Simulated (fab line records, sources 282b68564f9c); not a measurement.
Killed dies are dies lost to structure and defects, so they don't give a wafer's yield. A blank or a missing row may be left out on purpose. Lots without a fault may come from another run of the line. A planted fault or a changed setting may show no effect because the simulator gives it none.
Which tool did it? | flow rit_cmos | 14 lots, 42 wafers sampled, at 2 steps of a route of 202

WHAT THE GAUGES READ, wafer by wafer
RIT_CONTACT_CD_MEAS_08: target cd 1000 nm. Usual: cd_nm 1000.2 nm, standard deviation 2.
lot  | measured    | on        | cd_nm (nm)                          | flag
L329 | day 3 07:26 | cd_sem-02 | 1001.7 1000.4 1000.7                |
L330 | day 3 13:02 | cd_sem-02 | 1001.0 999.4 1004.9                 |
L331 | day 3 14:57 | cd_sem-02 | 1004.0 1003.4 1005.8                |
L332 | day 3 19:22 | cd_sem-02 | 999.7 999.0 1001.3                  |
L335 | day 4 11:19 | cd_sem-02 | 986.2 984.8 988.0 986.3 985.1 988.5 | OFF
L336 | day 4 20:47 | cd_sem-01 | 996.7 999.0 999.8                   |
L338 | day 5 07:58 | cd_sem-02 | 987.3 988.5 986.3 986.8 988.5 986.3 | OFF
L343 | day 6 07:56 | cd_sem-01 | 1000.2 997.1 1000.7                 |
L347 | day 7 00:03 | cd_sem-02 | 1001.3 1002.1 1004.3                |
L348 | day 7 05:23 | cd_sem-02 | 1000.2 1000.1 1000.7                |
L349 | day 7 11:46 | cd_sem-01 | 1001.5 1001.4 1000.5                |
L350 | day 7 16:23 | cd_sem-02 | 1001.2 999.9 1002.0                 |
L351 | day 7 19:47 | cd_sem-01 | 1003.7 1005.4 1003.2                |
L352 | day 8 03:16 | cd_sem-02 | 1001.6 999.0 998.5                  |

WHICH TOOL RAN EACH LOT (tool, then ch and the chambers of the sampled wafers, then the start)
lot  | RIT_CONTACT_DEVELOP_07
L329 | litho_track-02 ch 0, day 3 07:00
L330 | litho_track-02 ch 0, day 3 12:00
L331 | litho_track-01 ch 0, day 3 14:00
L332 | litho_track-02 ch 0, day 3 19:00
L335 | litho_track-01 ch 0, day 4 11:00
L336 | litho_track-03 ch 0, day 4 20:00
L338 | litho_track-01 ch 0, day 5 07:00
L343 | litho_track-03 ch 0, day 6 07:00
L347 | litho_track-03 ch 0, day 6 23:00
L348 | litho_track-02 ch 0, day 7 05:00
L349 | litho_track-02 ch 0, day 7 11:00
L350 | litho_track-02 ch 0, day 7 16:00
L351 | litho_track-02 ch 0, day 7 19:00
L352 | litho_track-01 ch 0, day 8 03:00
- RIT_CONTACT_DEVELOP_07: develop time 120 s.

WHAT THE TOOLS THEMSELVES READ (means of the sampled wafers that have a number; where no wafer has one, the mark that the record gives instead)
RIT_CONTACT_DEVELOP_07. Usual: developer_temp_C 23.00 C, standard deviation 0.09.
lot  | tool           | developer_temp_C (C) | flag
L329 | litho_track-02 | 23.14                |
L330 | litho_track-02 | 23.10                |
L331 | litho_track-01 | 23.04                |
L332 | litho_track-02 | 23.00                |
L335 | litho_track-01 | 25.28                | OFF
L336 | litho_track-03 | 22.93                |
L338 | litho_track-01 | 25.31                | OFF
L343 | litho_track-03 | 22.96                |
L347 | litho_track-03 | 22.94                |
L348 | litho_track-02 | 22.91                |
L349 | litho_track-02 | 23.06                |
L350 | litho_track-02 | 22.92                |
L351 | litho_track-02 | 23.06                |
L352 | litho_track-01 | 23.09                |

THE ANSWER, worked out from the rows above alone
Rule: a lot is off if the mean of its wafers that have a number lies more than 3 standard deviations from the usual mean. A lot without any number at a reading at which 4 lots or more have one is off too. The other lots that the step has rows for count as sound. The gauges are gone through in route order, then the tools' own readings, and for those a lot's mean is taken as printed above. The first step at which some lot is off is used, and at that step the reading that is off furthest; a lot without a number counts as furthest.
Off: L335, L338, at RIT_CONTACT_CD_MEAS_08 (cd_nm).
A tool fits if, at a process step before that reading, it ran every lot that is off, and no sound lot after the first of them. The gauges at RIT_CONTACT_CD_MEAS_08 aren't tried: what is off there is off at RIT_CONTACT_DEVELOP_07 too, on other tools, and a gauge's error can't cause that. None of those tried fits.

WHAT THE SIMULATOR HAD PUT IN
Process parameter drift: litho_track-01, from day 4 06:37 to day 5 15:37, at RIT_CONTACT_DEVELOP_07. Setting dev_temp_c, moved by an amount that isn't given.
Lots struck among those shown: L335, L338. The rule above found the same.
